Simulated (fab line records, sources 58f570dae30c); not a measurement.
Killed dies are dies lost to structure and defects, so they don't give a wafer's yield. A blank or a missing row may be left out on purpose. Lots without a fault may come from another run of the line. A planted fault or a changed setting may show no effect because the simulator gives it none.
Problem report in the 8D (eight disciplines) form, filled by code | flow berkeley_cmos170 | the parts of the form that need people (team, actions taken, sign-off) are left out

1. THE PROBLEM
dose_ions_cm2 at UCB170_PWELL_IMPLANT_15 reads a mean of 5e+12 on 6 wafers of 2 lots; wafers without a fault read 5e+12 with a standard deviation of 4.7e+09. That is +24 standard deviations from the usual mean.
First seen on wafer L798.1, day 5 04:48, on implanter-01. The record holds 42 wafers of 14 lots with a number at this step. Rule for "out", or "out of limits": more than 4 standard deviations from the usual mean. The other wafers with a number count as sound.

2. WHAT IT IS AND WHAT IT IS NOT
question                    | is                     | is not
which readings at this step | dose_ions_cm2          | -
which lots                  | L798, L802             | L789, L790, L791, L792, L794, L797, L801, L803, L805, L806, L807, L811
which wafers of those lots  | all that have a number | -
read on which tools         | implanter-01           | implanter-03, implanter-04
when                        | from day 5 04:48       | up to then (18 sound wafers); but 18 sound wafers of L801, L803, L805, L806, L807, L811 came after

3. SUSPECTS, AND WHAT RULES EACH OUT
Counting: a tool at a process step up to the reading stays a suspect if it ran every lot that is out and no sound lot after the first of them.
- implanter-01 at UCB170_PWELL_IMPLANT_15: kept. It ran every lot that is out, first L798 (day 5 04:48), and no sound lot after that; its last sound lot up to then is L797 (day 4 18:09). Its own readings are out on those wafers: dose_ions_cm2.
Left after counting: implanter-01 at UCB170_PWELL_IMPLANT_15.

4. THE CAUSE (what the simulator had put in)
Process parameter drift: implanter-01, from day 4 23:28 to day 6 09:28, at UCB170_PWELL_IMPLANT_15. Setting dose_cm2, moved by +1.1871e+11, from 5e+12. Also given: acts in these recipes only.
Counting left only this tool.

5. THE CHAIN OF EFFECTS, in route order
Each row: a reading whose mean over the struck wafers that have a number lies more than 3 standard deviations from the usual. Only readings for which the record gives a usual standard deviation are gone through. hours: the time from each lot's start at the first step in this table that gives one to its start at this step, as a median over the lots. sigmas: the change in usual standard deviations.
hours | step                    | reading       | usual | on struck wafers | change | sigmas
0     | UCB170_PWELL_IMPLANT_15 | dose_ions_cm2 | 5e+12 | 5e+12            | +1e+11 | +24
The process steps in it:
- UCB170_PWELL_IMPLANT_15
Later measuring or inspecting steps at which every struck wafer that the step has a row for has a number for every such reading, and none has moved that far: UCB170_PWELL_TW_MEAS_17, UCB170_ACTIVE_CD_MEAS_13.

6. WHAT WOULD HAVE CAUGHT IT SOONER
In this record the first reading out of limits was taken at day 5 04:48, 5 hours after the fault began at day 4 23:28.
